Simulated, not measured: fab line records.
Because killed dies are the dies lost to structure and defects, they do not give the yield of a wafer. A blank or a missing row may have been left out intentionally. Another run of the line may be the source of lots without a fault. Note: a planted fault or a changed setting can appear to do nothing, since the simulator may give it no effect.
A single fault, viewed from 2 desks    flow berkeley cmos170    each desk has only its own numbers; what lay behind them comes last

TOOL OWNER'S DESK, implanter-01
The tool's own readings at UCB170_PVT_IMPLANT_07: means of the sampled wafers that have a number, for each lot that ran on this tool. Any lot whose mean is over 4 standard deviations away from the usual mean is out of limits and marked OUT; that distance is given in the brackets.
Columns: A = dose ions cm2 at UCB170_PVT_IMPLANT_07, usual 1.9999e+12; B = tilt deg at UCB170_PVT_IMPLANT_07, usual 7.004 degrees
lot   first seen here  A           B
L687  day 5 03:37      1.9999e+12  6.987
L697  day 7 05:06      1.9996e+12  7.030
L696  day 7 05:50      2.0027e+12  7.002
This desk's verdict: no lot among the 3 shows anything out of limits.

THE METROLOGY DESK
Lot by lot, what the gauges showed, no matter which tool ran the lot: averages of those sampled wafers that carry a number. Any lot whose mean is over 4 standard deviations away from the usual mean is out of limits and marked OUT; that distance is given in the brackets. Readings shown: 7 of its 11, picked as those furthest out on some lot.
Columns: A = NVT_OVL at UCB170_NVT_OVL_MEAS_06, usual -2 nm; B = NVT_TW at UCB170_NVT_TW_MEAS_09, usual 525.9; C = PVT_TW at UCB170_PVT_TW_MEAS_09, usual 507; D = FIELD_OXIDE_LEFT_2_THK at UCB170_FIELD_THK_MEAS_91, usual 344 nm; E = GATE_OXIDE_THK at UCB170_GATE_THK_MEAS_02, usual 6.63 nm; F = GATE_OVL at UCB170_GATE_OVL_MEAS_13, usual -5 nm; G = cd nm at UCB170_PLDD_CD_MEAS_06, usual 1199.2 nm
lot   first seen here  A   B      C    D    E     F    G
L687  day 5 01:32      -5  527.2  512  336  6.67  -2   1199.6
L697  day 7 03:23      -6  524.5  503  332  6.74  -5   1200.6
L696  day 7 03:49      -2  526.3  503  333  6.54  -11  1197.5
L702  day 8 18:37      -4  524.7  502  333  6.52  -9   1200.3
L706  day 9 14:30      -1  524.7  508  345  6.65  -10  1200.8
L709  day 9 23:51      5   521.7  511  352  6.75  -7   1198.6
This desk's verdict: no lot among the 6 shows anything out of limits.

ALL TOGETHER
The tool owner's desk saw nothing out of limits.
Nothing out of limits was seen by the metrology desk.

WHAT WAS PUT IN BY THE SIMULATOR
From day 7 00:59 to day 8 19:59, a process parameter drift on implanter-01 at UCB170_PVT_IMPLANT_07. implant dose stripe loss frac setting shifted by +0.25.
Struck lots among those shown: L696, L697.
